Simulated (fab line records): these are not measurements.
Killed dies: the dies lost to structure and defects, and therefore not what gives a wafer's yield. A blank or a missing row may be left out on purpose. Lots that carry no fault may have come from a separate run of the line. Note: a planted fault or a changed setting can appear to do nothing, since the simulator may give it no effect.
Which tool was responsible? -- flow berkeley_cmos170 -- 15 lots with 45 wafers sampled at 6 steps, on a route of 331 steps

WHAT THE GAUGES READ, wafer by wafer
UCB170_FIELD_THK_MEAS_90. Usual: FIELD_OXIDE_LEFT_1_THK typically reads 449 nm, with standard deviation 10.
lot,measured,on,FIELD_OXIDE_LEFT_1_THK (nm),flag
L764,day 6 02:55,film_metro-02,423 428 423,
L766,day 6 08:47,film_metro-02,448 448 444,
L765,day 6 08:49,film_metro-03,454 442 451,
L767,day 6 21:11,film_metro-01,448 445 447,
L770,day 6 21:07,film_metro-01,466 455 467,
L768,day 6 21:08,film_metro-03,475 463 465,
L769,day 6 21:11,film_metro-03,445 452 450,
L772,day 7 12:07,film_metro-03,449 452 457,
L778,day 8 02:31,film_metro-01,439 445 442,
L779,day 8 12:22,film_metro-01,444 459 453,
L781,day 9 03:05,film_metro-01,469 466 471,
L784,day 9 15:50,film_metro-01,454 448 454,
L785,day 10 07:59,film_metro-01,444 445 440,
L786,day 10 07:57,film_metro-03,445 448 446,
L787,day 10 15:31,film_metro-01,433 431 431,

UCB170_NLDD_TW_MEAS_11. Usual: NLDD_TW typically reads 2218, with standard deviation 19.
lot,measured,on,NLDD_TW,flag
L764,day 7 17:38,film_metro-04,2254 2238 2237,
L766,day 7 23:57,film_metro-01,2207 2204 2196,
L765,day 8 00:20,film_metro-01,2183 2198 2210,
L767,day 8 11:19,film_metro-04,2229 2230 2235,
L770,day 8 11:52,film_metro-04,2237 2230 2237,
L768,day 8 11:34,film_metro-01,2321 2334 2331,OFF
L769,day 8 10:35,film_metro-02,2358 2346 2344,OFF
L772,day 9 12:19,film_metro-04,2372 2383 2368,OFF
L778,day 10 05:20,film_metro-01,2215 2208 2209,
L779,day 10 15:05,film_metro-02,2193 2197 2190,
L781,day 11 10:26,film_metro-01,2195 2180 2209,
L784,day 11 11:19,film_metro-01,2209 2207 2193,
L785,day 12 00:42,film_metro-02,2215 2220 2218,
L786,day 12 01:10,film_metro-01,2206 2197 2211,
L787,day 12 10:10,film_metro-04,2241 2244 2247,

UCB170_SDANNEAL_RS_MEAS_05: measures by four-point-probe. Usual: NLDD_RS typically reads 616.5 ohm/sq, with standard deviation 1.7.
lot,measured,on,NLDD_RS (ohm/sq),flag
L764,day 8 06:11,film_metro-01,615.8 615.6 614.1,
L766,day 8 14:19,film_metro-01,616.2 615.9 618.7,
L765,day 8 13:50,film_metro-01,616.3 618.8 618.8,
L767,day 8 21:34,film_metro-01,615.8 613.7 615.0,
L770,day 8 21:45,film_metro-04,615.4 613.9 615.8,
L768,day 8 22:04,film_metro-02,533.1 532.9 532.1,OFF
L769,day 8 22:29,film_metro-04,529.6 529.9 531.4,OFF
L772,day 10 02:06,film_metro-01,531.5 532.1 531.4,OFF
L778,day 10 18:22,film_metro-04,617.6 617.2 615.7,
L779,day 11 06:19,film_metro-01,615.6 616.5 615.7,
L781,day 11 22:31,film_metro-01,617.6 619.7 618.3,
L784,day 11 22:46,film_metro-04,619.4 617.6 618.0,
L785,day 12 12:28,film_metro-01,615.2 615.6 615.1,
L786,day 12 12:26,film_metro-04,616.6 617.7 614.9,
L787,day 12 22:38,film_metro-04,613.1 614.0 612.1,

WHICH TOOL RAN EACH LOT (tool, then ch and the chambers of the sampled wafers, then the start)
lot,UCB170_ACTIVE_ETCH_15,UCB170_NLDD_IMPLANT_08,UCB170_SPACER_CVD_00
L764,"rie_diel-03 ch 0,3, day 5 09:44","implanter-04 ch 0, day 7 17:16","pecvd-02 ch 0,1,2, day 7 17:56"
L766,"rie_diel-01 ch 1,2,3, day 5 18:53","implanter-04 ch 0, day 7 23:34","pecvd-02 ch 0,1,2, day 8 00:11"
L765,"rie_diel-04 ch 0,2,3, day 5 19:24","implanter-03 ch 0, day 7 23:57","pecvd-01 ch 0,1, day 8 00:34"
L767,"rie_diel-01 ch 2,3, day 6 01:37","implanter-01 ch 0, day 8 10:55","pecvd-02 ch 0,1, day 8 11:33"
L770,"rie_diel-04 ch 0,2,3, day 6 01:46","implanter-03 ch 0, day 8 11:28","pecvd-04 ch 1,2, day 8 12:08"
L768,"rie_diel-03 ch 0,3, day 6 01:54","implanter-04 ch 0, day 8 11:12","pecvd-01 ch 0,1, day 8 11:49"
L769,"rie_diel-04 ch 0,2,3, day 6 02:04","implanter-04 ch 0, day 8 10:11","pecvd-04 ch 0,1,2, day 8 10:50"
L772,"rie_diel-04 ch 0,2, day 6 20:04","implanter-04 ch 0, day 9 11:56","pecvd-02 ch 1,2, day 9 12:43"
L778,"rie_diel-01 ch 2,3, day 7 05:53","implanter-01 ch 0, day 10 04:56","pecvd-01 ch 0,1,2, day 10 09:25"
L779,"rie_diel-01 ch 0,2,3, day 7 17:04","implanter-01 ch 0, day 10 14:41","pecvd-02 ch 0,1,2, day 10 15:20"
L781,"rie_diel-04 ch 2,3, day 8 06:54","implanter-01 ch 0, day 11 10:02","pecvd-04 ch 0,1,2, day 11 10:40"
L784,"rie_diel-03 ch 0,2,3, day 8 16:40","implanter-03 ch 0, day 11 10:56","pecvd-04 ch 0,2, day 11 11:47"
L785,"rie_diel-04 ch 1,3, day 9 07:11","implanter-03 ch 0, day 12 00:20","pecvd-04 ch 0,1, day 12 02:25"
L786,"rie_diel-03 ch 0,1,3, day 9 07:28","implanter-01 ch 0, day 12 00:46","pecvd-01 ch 1,2, day 12 02:25"
L787,"rie_diel-04 ch 0,1, day 9 21:02","implanter-01 ch 0, day 12 09:46","pecvd-02 ch 0,1,2, day 12 10:35"
- UCB170_ACTIVE_ETCH_15: etches Si3N4 in CH3F/Ar/O2, stops on SiO2, target depth 242 nm, time 151 s.
- UCB170_NLDD_IMPLANT_08
- UCB170_SPACER_CVD_00: deposits SiO2 from TEOS/O2, target thk 376 nm, time 47 s.

AS READ BY THE TOOLS THEMSELVES (means over the sampled wafers that have a number; for cases with no such wafer, the mark the record gives instead)
UCB170_ACTIVE_ETCH_15. Usual: drypump_motor_current_A 5.5 A, standard deviation 0.4; oes_product_au 0.943 a.u., standard deviation 0.017; throttle_valve_pct 8.07 %, standard deviation 0.065.
lot,tool,drypump_motor_current_A (A),oes_product_au (a.u.),throttle_valve_pct (%),flag
L764,rie_diel-03,5.3,0.953,8.10,
L766,rie_diel-01,5.3,0.935,8.08,
L765,rie_diel-04,5.5,0.937,8.06,
L767,rie_diel-01,5.2,0.939,8.06,
L770,rie_diel-04,5.5,0.937,8.05,
L768,rie_diel-03,5.3,0.946,8.06,
L769,rie_diel-04,5.5,0.934,8.04,
L772,rie_diel-04,5.8,0.935,8.05,
L778,rie_diel-01,5.2,0.935,8.07,
L779,rie_diel-01,5.6,0.960,8.09,
L781,rie_diel-04,5.5,0.939,8.04,
L784,rie_diel-03,5.3,0.951,8.07,
L785,rie_diel-04,5.5,0.952,7.99,
L786,rie_diel-03,5.5,0.950,8.13,
L787,rie_diel-04,5.2,0.946,8.03,

UCB170_NLDD_IMPLANT_08. Usual: beam_energy_keV 29.999, standard deviation 0.0093; dose_ions_cm2 5.001e+13, standard deviation 5.4e+10; faraday_current_uA 158, standard deviation 3.4.
lot,tool,beam_energy_keV,dose_ions_cm2,faraday_current_uA,flag
L764,implanter-04,30.015,5.002e+13,161,
L766,implanter-04,30.002,5.003e+13,157,
L765,implanter-03,30.001,5.006e+13,159,
L767,implanter-01,30.006,4.998e+13,158,
L770,implanter-03,30.007,5.005e+13,157,
L768,implanter-04,30.010,7.432e+13,234,OFF
L769,implanter-04,30.002,7.447e+13,240,OFF
L772,implanter-04,30.002,7.446e+13,236,OFF
L778,implanter-01,30.002,4.991e+13,159,
L779,implanter-01,29.997,5.000e+13,159,
L781,implanter-01,30.006,4.999e+13,161,
L784,implanter-03,29.995,5.005e+13,157,
L785,implanter-03,29.988,5.003e+13,159,
L786,implanter-01,29.998,4.998e+13,161,
L787,implanter-01,30.000,5.001e+13,156,

UCB170_SPACER_CVD_00. Usual: heater_power_w reads 258 W (standard deviation 47).
lot,tool,heater_power_w (W),flag
L764,pecvd-02,286,
L766,pecvd-02,259,
L765,pecvd-01,256,
L767,pecvd-02,280,
L770,pecvd-04,221,
L768,pecvd-01,263,
L769,pecvd-04,248,
L772,pecvd-02,333,
L778,pecvd-01,262,
L779,pecvd-02,281,
L781,pecvd-04,270,
L784,pecvd-04,266,
L785,pecvd-04,276,
L786,pecvd-01,246,
L787,pecvd-02,255,

THE ANSWER, worked out from the rows above alone
Rule: a lot is off if the mean of its wafers that have a number lies more than 3 standard deviations from the usual mean. A lot without any number at a reading at which 4 lots or more have one is off too. All remaining lots with rows at the step are treated as sound. First the gauges in route order, then the tools' own readings, where a lot's mean is used as printed above. The first step at which some lot is off is used, and at that step the reading that is off furthest; a lot without a number counts as furthest.
Off: at UCB170_NLDD_TW_MEAS_11 (NLDD_TW), L768, L769, L772.
If a tool, at a process step before that reading, ran all the lots that are off and no sound lot after the first of them, it fits. The gauges at UCB170_NLDD_TW_MEAS_11 aren't tried: what is off there is off at UCB170_NLDD_IMPLANT_08 too, on other tools, and a gauge's error can't cause that. One fits: UCB170_NLDD_IMPLANT_08 on implanter-04. A fault onset in the window from L766 (day 7 23:34, its last sound lot) to L769 (day 8 10:11, its first lot off) fits.
The tool's own readings at UCB170_NLDD_IMPLANT_08 bear it out: on the lots that are off they differ by more than 5 times the standard deviation of the sound lots' means. dose_ions_cm2 reads 7.442e+13 there against 5.001e+13 on the sound lots; faraday_current_uA reads 237 there against 159 on the sound lots.

WHAT THE SIMULATOR PUT IN
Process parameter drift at UCB170_NLDD_IMPLANT_08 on implanter-04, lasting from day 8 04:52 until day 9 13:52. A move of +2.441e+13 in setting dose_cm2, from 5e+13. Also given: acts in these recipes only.
Struck lots among those shown: L768, L769, L772. The rule above found the same.
